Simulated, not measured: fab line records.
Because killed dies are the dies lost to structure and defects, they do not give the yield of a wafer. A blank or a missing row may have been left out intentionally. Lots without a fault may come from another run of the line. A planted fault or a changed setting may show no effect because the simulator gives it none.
fab line records + flow rit-cmos
record:
- lots: 14
- wafers: 42
- last-day: 7
route steps=202 shown GATE@93 REOX@102 PLDD@123 NSD@158 M1@202
lots untouched by any fault: they come from a run of this same line in which no faults occurred
start-h: hours from the record's opening day to when the first of the lot's shown wafers began + wait-h: time in hours since the lot's previous step + " identical to the entry in the row above + L1.1+2: a row that stands for several wafers + - no value, or no start was given + * or withheld: withheld + < > ~ a bound
route shown NAME@n: a module of which the file shows steps, and the number in the route of the first + usual: the fault-free wafers' mean and standard deviation + same: alike in all rows + chamber/n: place in a boat + sites: each site's reading + _std_site: the values' standard deviation + _edge_site: mean of outer sites minus mean of inner sites + radius-mm: for every site, how far away it sits from the centre of the wafer + mask NAME#n: copy n + behind: tool/chamber where the wafer was last shaped + hold: why the lot went on hold/how many hours it stayed there/how the hold came to an end + device: transistor that didn't switch, given as n, p or np + end of line: the tests these same wafers got at the end of their route + a step without rows: its recipe alone + killed: dies lost to structure and defects at the first sort, not the wafer's yield + map: shows each die of a wafer: x if killed, . if not, _ if none is there
set.NAME: the run value of the setting; set.NAME@STEP: its run value at that earlier step + model.NAME: the simulator's own value behind a step, which no gauge read
one table for each step of the route and one row for each wafer, over a sample of lots
services: a tool's chamber out of use, with start hour (start-h, from the record's first day; less than 0 if before it), hours out, and reason
== steps ==
step: RIT_GATE_OVL_MEAS_17
usual:
- GATE_OVL: -0.4/1.2
| lot.wafer | tool       | chamber | start-h | wait-h | GATE_OVL[nm] |
|-----------|------------|---------|---------|--------|--------------|
| L979.1    | overlay-01 | -       | 40.02   | 0.1    | -3.8         |
| L979.2    | "          | -       | "       | "      | -2.0         |
| L979.5    | "          | -       | "       | "      | -2.6         |
| L980.3    | overlay-02 | -       | 44.77   | 0.1    | -1.1         |
| L980.4    | "          | -       | "       | "      | -0.3         |
| L980.5    | "          | -       | "       | "      | -2.0         |
| L981.1    | overlay-01 | -       | 48.71   | 0.1    | 1.8          |
| L981.2    | "          | -       | "       | "      | 1.2          |
| L981.6    | "          | -       | "       | "      | 1.5          |
| L982.3    | overlay-02 | -       | 52.47   | 0.1    | -0.5         |
| L982.5    | "          | -       | "       | "      | -1.6         |
| L982.6    | "          | -       | "       | "      | 0.1          |
| L983.1    | overlay-02 | -       | 57.85   | 0.1    | -1.5         |
| L983.4    | "          | -       | "       | "      | -1.4         |
| L983.5    | "          | -       | "       | "      | 0.0          |
| L984.1    | overlay-02 | -       | 63.24   | 0.1    | -0.8         |
| L984.2    | "          | -       | "       | "      | 0.3          |
| L984.5    | "          | -       | "       | "      | -0.1         |
| L985.2    | overlay-02 | -       | 74.33   | 0.1    | -1.3         |
| L985.3    | "          | -       | "       | "      | -2.3         |
| L985.6    | "          | -       | "       | "      | -1.5         |
| L987.2    | overlay-02 | -       | 77.36   | 0.1    | -0.8         |
| L987.3    | "          | -       | "       | "      | -1.9         |
| L987.5    | "          | -       | "       | "      | 0.5          |
| L992.1    | overlay-01 | -       | 108.04  | 0.1    | 0.9          |
| L992.4    | "          | -       | "       | "      | -1.9         |
| L992.6    | "          | -       | "       | "      | -0.1         |
| L997.3    | overlay-02 | -       | 134.67  | 0.1    | -0.4         |
| L997.4    | "          | -       | "       | "      | -1.1         |
| L997.5    | "          | -       | "       | "      | -1.6         |
| L999.2    | overlay-01 | -       | 138.34  | 0.1    | 0.9          |
| L999.4    | "          | -       | "       | "      | 1.5          |
| L999.5    | "          | -       | "       | "      | 1.0          |
| L100.1    | overlay-01 | -       | 153.86  | 0.1    | -0.4         |
| L100.4    | "          | -       | "       | "      | 1.1          |
| L100.5    | "          | -       | "       | "      | -1.6         |
| L102.1    | overlay-01 | -       | 154.07  | 0.1    | 0.5          |
| L102.3    | "          | -       | "       | "      | 0.8          |
| L102.4    | "          | -       | "       | "      | 0.6          |
| L101.2    | overlay-02 | -       | 154.36  | 0.1    | -1.5         |
| L101.3    | "          | -       | "       | "      | -1.9         |
| L101.5    | "          | -       | "       | "      | -2.3         |
step: RIT_REOX_THK_MEAS_04
recipe:
- reads: SiO2_of_REOX_OXIDATION_03
usual:
- REOX_OXIDE_THK: 24.9/0.54
| lot.wafer | tool          | chamber | start-h | wait-h | REOX_OXIDE_THK[nm] |
|-----------|---------------|---------|---------|--------|--------------------|
| L979.1    | film-metro-01 | -       | 44.95   | 0.0    | 24.2               |
| L979.2    | "             | -       | "       | "      | 24.1               |
| L979.5    | "             | -       | "       | "      | 24.2               |
| L980.3    | film-metro-01 | -       | 48.33   | 0.0    | 25.0               |
| L980.4    | "             | -       | "       | "      | 25.2               |
| L980.5    | "             | -       | "       | "      | 25.4               |
| L981.1    | film-metro-01 | -       | 52.24   | 0.0    | 25.7               |
| L981.2    | "             | -       | "       | "      | 26.0               |
| L981.6    | "             | -       | "       | "      | 25.3               |
| L982.3    | film-metro-03 | -       | 56.11   | 0.0    | 24.0               |
| L982.5    | "             | -       | "       | "      | 23.8               |
| L982.6    | "             | -       | "       | "      | 23.9               |
| L983.1    | film-metro-04 | -       | 61.36   | 0.0    | 25.3               |
| L983.4    | "             | -       | "       | "      | 25.0               |
| L983.5    | "             | -       | "       | "      | 25.0               |
| L984.1    | film-metro-01 | -       | 67.61   | 0.0    | 25.7               |
| L984.2    | "             | -       | "       | "      | 25.7               |
| L984.5    | "             | -       | "       | "      | 25.4               |
| L985.2    | film-metro-03 | -       | 77.87   | 0.0    | 24.9               |
| L985.3    | "             | -       | "       | "      | 24.9               |
| L985.6    | "             | -       | "       | "      | 25.1               |
| L987.2    | film-metro-03 | -       | 80.95   | 0.0    | 24.8               |
| L987.3    | "             | -       | "       | "      | 24.1               |
| L987.5    | "             | -       | "       | "      | 24.8               |
| L992.1    | film-metro-01 | -       | 112.31  | 0.0    | 23.9               |
| L992.4    | "             | -       | "       | "      | 23.9               |
| L992.6    | "             | -       | "       | "      | 23.8               |
| L997.3    | film-metro-03 | -       | 138.20  | 0.0    | 25.1               |
| L997.4    | "             | -       | "       | "      | 25.5               |
| L997.5    | "             | -       | "       | "      | 25.4               |
| L999.2    | film-metro-01 | -       | 145.82  | 0.0    | 24.2               |
| L999.4    | "             | -       | "       | "      | 24.1               |
| L999.5    | "             | -       | "       | "      | 24.6               |
| L100.1    | film-metro-04 | -       | 157.40  | 0.0    | 24.0               |
| L100.4    | "             | -       | "       | "      | 24.4               |
| L100.5    | "             | -       | "       | "      | 24.2               |
| L102.1    | film-metro-01 | -       | 159.95  | 0.0    | 25.2               |
| L102.3    | "             | -       | "       | "      | 25.1               |
| L102.4    | "             | -       | "       | "      | 25.0               |
| L101.2    | film-metro-03 | -       | 159.96  | 0.0    | 25.3               |
| L101.3    | "             | -       | "       | "      | 25.3               |
| L101.5    | "             | -       | "       | "      | 25.0               |
step: RIT_PLDD_STRIP_09
recipe:
- chemistry: O2
- time-s: 180
- resist: NOVOLAK
- platen-temp-c: withheld
- power-w: 500
- pressure-mtorr: 4000
- o2-flow-sccm: 4000
usual:
- drypump-motor-current-A: 5.5/0.59
| lot.wafer | tool            | chamber | start-h | wait-h | drypump-motor-current-A | rf-hours-counter-h |
|-----------|-----------------|---------|---------|--------|-------------------------|--------------------|
| L979.1    | plasma-asher-02 | 1       | 47.74   | 0.1    | 4.6                     | 41                 |
| L979.2    | "               | 0       | "       | "      | 5.2                     | 41                 |
| L979.5    | "               | 0       | "       | "      | 5.1                     | -                  |
| L980.3    | plasma-asher-04 | 1       | 51.43   | 0.2    | 5.9                     | -                  |
| L980.4    | "               | 0       | "       | "      | 6.3                     | -                  |
| L980.5    | "               | 1       | "       | "      | 5.9                     | -                  |
| L981.1    | plasma-asher-04 | 1       | 54.95   | 0.1    | 5.9                     | 27                 |
| L981.2    | "               | 0       | "       | "      | 6.3                     | 27                 |
| L981.6    | "               | 0       | "       | "      | 6.3                     | -                  |
| L982.3    | plasma-asher-04 | 0       | 58.82   | 0.1    | 6.3                     | -                  |
| L982.5    | "               | 1       | "       | "      | 5.9                     | -                  |
| L982.6    | "               | 0       | "       | "      | 6.4                     | -                  |
| L983.1    | plasma-asher-02 | 1       | 64.26   | 0.1    | 4.6                     | 43                 |
| L983.4    | "               | 1       | "       | "      | 4.7                     | -                  |
| L983.5    | "               | 0       | "       | "      | 5.1                     | -                  |
| L984.1    | plasma-asher-02 | 1       | 70.28   | 0.1    | 4.6                     | 43                 |
| L984.2    | "               | 0       | "       | "      | 5.2                     | 43                 |
| L984.5    | "               | 1       | "       | "      | 4.6                     | -                  |
| L985.2    | plasma-asher-02 | 1       | 80.78   | 0.1    | 4.7                     | 44                 |
| L985.3    | "               | 1       | "       | "      | 4.7                     | -                  |
| L985.6    | "               | 1       | "       | "      | 4.6                     | -                  |
| L987.2    | plasma-asher-02 | 1       | 83.86   | 0.1    | 4.7                     | 45                 |
| L987.3    | "               | 1       | "       | "      | 4.7                     | -                  |
| L987.5    | "               | 1       | "       | "      | 4.7                     | -                  |
| L992.1    | plasma-asher-04 | 1       | 115.10  | 0.1    | 5.9                     | 34                 |
| L992.4    | "               | 1       | "       | "      | 5.9                     | -                  |
| L992.6    | "               | 1       | "       | "      | 5.9                     | -                  |
| L997.3    | plasma-asher-03 | 1       | 141.27  | 0.1    | 5.7                     | -                  |
| L997.4    | "               | 0       | "       | "      | 5.6                     | -                  |
| L997.5    | "               | 0       | "       | "      | 5.6                     | -                  |
| L999.2    | plasma-asher-04 | 0       | 148.58  | 0.1    | 6.3                     | 38                 |
| L999.4    | "               | 0       | "       | "      | 6.3                     | -                  |
| L999.5    | "               | 1       | "       | "      | 5.9                     | -                  |
| L100.1    | plasma-asher-04 | 0       | 160.31  | 0.1    | 6.3                     | 39                 |
| L100.4    | "               | 1       | "       | "      | 5.9                     | -                  |
| L100.5    | "               | 0       | "       | "      | 6.3                     | -                  |
| L102.1    | plasma-asher-03 | 1       | 162.86  | 0.1    | 5.7                     | 51                 |
| L102.3    | "               | 0       | "       | "      | 5.6                     | -                  |
| L102.4    | "               | 1       | "       | "      | 5.6                     | -                  |
| L101.2    | plasma-asher-04 | 1       | 163.10  | 0.1    | 5.9                     | 39                 |
| L101.3    | "               | 1       | "       | "      | 5.9                     | -                  |
| L101.5    | "               | 0       | "       | "      | 6.3                     | -                  |
step: RIT_SDANNEAL_RS_MEAS_05
recipe:
- thk-meas-gauge: four-point-probe
usual:
- NSD_RS: 84.6/0.31
| lot.wafer | tool          | chamber | start-h | wait-h | NSD_RS[ohm/sq] |
|-----------|---------------|---------|---------|--------|----------------|
| L979.1    | film-metro-02 | -       | 54.97   | 0.1    | 84.1           |
| L979.2    | "             | -       | "       | "      | 84.5           |
| L979.5    | "             | -       | "       | "      | 84.4           |
| L980.3    | film-metro-02 | -       | 57.87   | 0.1    | 84.6           |
| L980.4    | "             | -       | "       | "      | 84.4           |
| L980.5    | "             | -       | "       | "      | 84.5           |
| L981.1    | film-metro-03 | -       | 61.36   | 0.1    | 84.8           |
| L981.2    | "             | -       | "       | "      | 84.9           |
| L981.6    | "             | -       | "       | "      | 84.5           |
| L982.3    | film-metro-04 | -       | 65.14   | 0.1    | 84.4           |
| L982.5    | "             | -       | "       | "      | 84.7           |
| L982.6    | "             | -       | "       | "      | 85.0           |
| L983.1    | film-metro-02 | -       | 71.48   | 0.1    | 84.4           |
| L983.4    | "             | -       | "       | "      | 84.6           |
| L983.5    | "             | -       | "       | "      | 84.5           |
| L984.1    | film-metro-04 | -       | 77.67   | 0.1    | 84.9           |
| L984.2    | "             | -       | "       | "      | 84.7           |
| L984.5    | "             | -       | "       | "      | 84.9           |
| L985.2    | film-metro-03 | -       | 87.24   | 0.1    | 84.4           |
| L985.3    | "             | -       | "       | "      | 84.6           |
| L985.6    | "             | -       | "       | "      | 84.4           |
| L987.2    | film-metro-03 | -       | 91.36   | 0.1    | 84.3           |
| L987.3    | "             | -       | "       | "      | 84.6           |
| L987.5    | "             | -       | "       | "      | 84.4           |
| L992.1    | film-metro-03 | -       | 121.75  | 0.1    | 84.5           |
| L992.4    | "             | -       | "       | "      | 84.4           |
| L992.6    | "             | -       | "       | "      | 84.5           |
| L997.3    | film-metro-03 | -       | 147.89  | 0.1    | 84.9           |
| L997.4    | "             | -       | "       | "      | 84.7           |
| L997.5    | "             | -       | "       | "      | 84.9           |
| L999.2    | film-metro-02 | -       | 155.04  | 0.1    | 84.7           |
| L999.4    | "             | -       | "       | "      | 84.9           |
| L999.5    | "             | -       | "       | "      | 85.0           |
| L100.1    | film-metro-03 | -       | 166.59  | 0.1    | 84.4           |
| L100.4    | "             | -       | "       | "      | 84.5           |
| L100.5    | "             | -       | "       | "      | 84.4           |
| L102.1    | film-metro-04 | -       | 169.29  | 0.1    | 84.8           |
| L102.3    | "             | -       | "       | "      | 85.0           |
| L102.4    | "             | -       | "       | "      | 84.9           |
| L101.2    | film-metro-03 | -       | 169.53  | 0.1    | 84.5           |
| L101.3    | "             | -       | "       | "      | 84.5           |
| L101.5    | "             | -       | "       | "      | 84.5           |
step: RIT_M1_PROBE_99
usual:
- killed-at-contacts: 0.1/0.28
- killed-at-front-end: 7.0/2.9
- killed-dies: 7.0/2.9
- killed-on-rim: 1.8/1.4
- killed-open: 3.4/2.1
- killed-short: 3.6/1.7
same:
- gross-dies: 264
- killed_at_M0_to_M3: 0
- killed_at_M4_up: 0
- killed-at-back-side: 0
- killed-at-other: 0
| lot.wafer | tool      | chamber | start-h | wait-h | killed-at-contacts | killed-at-front-end | killed-dies | killed-on-rim | killed-open | killed-short |
|-----------|-----------|---------|---------|--------|--------------------|---------------------|-------------|---------------|-------------|--------------|
| L985.2    | prober-01 | -       | 94.59   | 0.1    | 0                  | 28                  | 28          | 12            | 6           | 5            |
| L985.3    | prober-01 | -       | 94.64   | 0.2    | 0                  | 26                  | 26          | 12            | 5           | 5            |
| L985.6    | prober-01 | -       | 94.79   | 0.2    | 0                  | 23                  | 23          | 11            | 3           | 5            |
| L987.2    | prober-01 | -       | 99.97   | 0.1    | 1                  | 17                  | 18          | 7             | 2           | 3            |
| L987.3    | prober-01 | -       | 100.02  | 0.2    | 0                  | 21                  | 21          | 8             | 1           | 6            |
| L987.5    | prober-01 | -       | 100.12  | 0.2    | 0                  | 22                  | 22          | 9             | 4           | 2            |
| L997.4    | prober-02 | -       | 155.69  | 0.2    | 0                  | 4                   | 4           | 2             | 1           | 3            |
| L997.5    | prober-02 | -       | 155.74  | 0.2    | 0                  | 9                   | 9           | 5             | 4           | 5            |
| L102.1    | prober-01 | -       | 176.73  | 0.1    | 0                  | 6                   | 6           | 2             | 4           | 2            |
| L102.3    | prober-01 | -       | 176.83  | 0.2    | 0                  | 7                   | 7           | 3             | 3           | 4            |
| L102.4    | prober-01 | -       | 176.88  | 0.2    | 1                  | 6                   | 7           | 0             | 2           | 5            |
killed by level:class
L985.2 PLDD:unspecified=17 GATE:geometric-particle:open=4 GATE:geometric-particle:short=4 FOX1:geometric-particle:short=1 SPACER:geometric-particle:open=1 SILICIDE:geometric-particle:open=1
L985.3 PLDD:unspecified=16 GATE:geometric-particle:open=5 GATE:geometric-particle:short=3 REOX:geometric-particle:short=1 SPACER:geometric-particle:short=1
L985.6 PLDD:unspecified=15 FOX1:geometric-particle:open=2 GATE:geometric-particle:short=2 FOX1:geometric-particle:short=1 GATE:geometric-particle:open=1 SPACER:geometric-particle:short=1 SILICIDE:geometric-particle:short=1
L987.2 PLDD:unspecified=13 GATE:geometric-particle:short=2 GATE:geometric-particle:open=1 SPACER:geometric-particle:short=1 CONTACT:geometric-particle:open=1
L987.3 PLDD:unspecified=14 GATE:geometric-particle:short=2 SILICIDE:geometric-particle:short=2 FOX1:geometric-particle:short=1 GATE:geometric-particle:open=1 REOX:geometric-particle:short=1
L987.5 PLDD:unspecified=16 GATE:geometric-particle:open=3 SPACER:geometric-particle:short=2 SPACER:geometric-particle:open=1
L997.4 FOX1:geometric-particle:short=1 FOX2:geometric-particle:short=1 GATE:geometric-particle:short=1 GATE:geometric-particle:open=1
L997.5 GATE:geometric-particle:open=2 GATE:geometric-particle:short=2 FOX1:geometric-particle:short=1 FOX1:geometric-particle:open=1 FOX2:geometric-particle:open=1 FOX2:geometric-particle:short=1 SPACER:geometric-particle:short=1
L102.1 GATE:geometric-particle:open=3 GATE:geometric-particle:short=1 SPACER:geometric-particle:short=1 SILICIDE:geometric-particle:open=1
L102.3 SILICIDE:geometric-particle:open=2 GATE:geometric-particle:open=1 GATE:geometric-particle:short=1 REOX:geometric-particle:short=1 SPACER:geometric-particle:short=1 SILICIDE:geometric-particle:short=1
L102.4 GATE:geometric-particle:short=2 FOX1:geometric-particle:short=1 FOX2:geometric-particle:short=1 SILICIDE:geometric-particle:open=1 SPACER:geometric-particle:short=1 CONTACT:geometric-particle:open=1
== services ==
| tool            | chamber | start-h | hours | kind       |
|-----------------|---------|---------|-------|------------|
| plasma-asher-02 | -       | 108.80  | 9.0   | pm         |
| plasma-asher-02 | 0       | 108.80  | 9.0   | vent-cycle |
| plasma-asher-02 | 1       | 108.80  | 9.0   | vent-cycle |
| plasma-asher-02 | 0       | 117.80  | -     | clean      |
| plasma-asher-02 | 1       | 117.80  | -     | clean      |
== key ==
first-sign:
- step: RIT_M1_PROBE_99
- reading: killed-dies
- direction: up
- sigmas: 5.5
- usual: 7.0
- struck: 23
effect:
- step: RIT_M1_PROBE_99
- reading: killed-at-front-end
- direction: up
- sigmas: 5.4
- usual: 7.0
- struck: 22.8
met-at RIT_PLDD_STRIP_09
struck-lots L985,L987
struck-wafers L985.2,L985.3,L985.6,L987.2,L987.3,L987.5
tester-left-out L985,L987
not-acting-at RIT_GATE_OVL_MEAS_17,RIT_REOX_THK_MEAS_04,RIT_SDANNEAL_RS_MEAS_05
onset-between 70.28 80.78
fault:
- kind: chamber-particle-source
- tool: plasma-asher-02
- chamber: 1
- onset-h: 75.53
- steps: RIT_PLDD_STRIP_09
- rate-per-visit-cm2: 0.53309
- end-h: 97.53
tester-left-out: of these lots the tester's yield and bins aren't shown, on N5 and GAA mostly nor the transistor test; their killed dies are dies lost to structure and defects alone, not to doping, threshold or leakage, so they don't give the yield
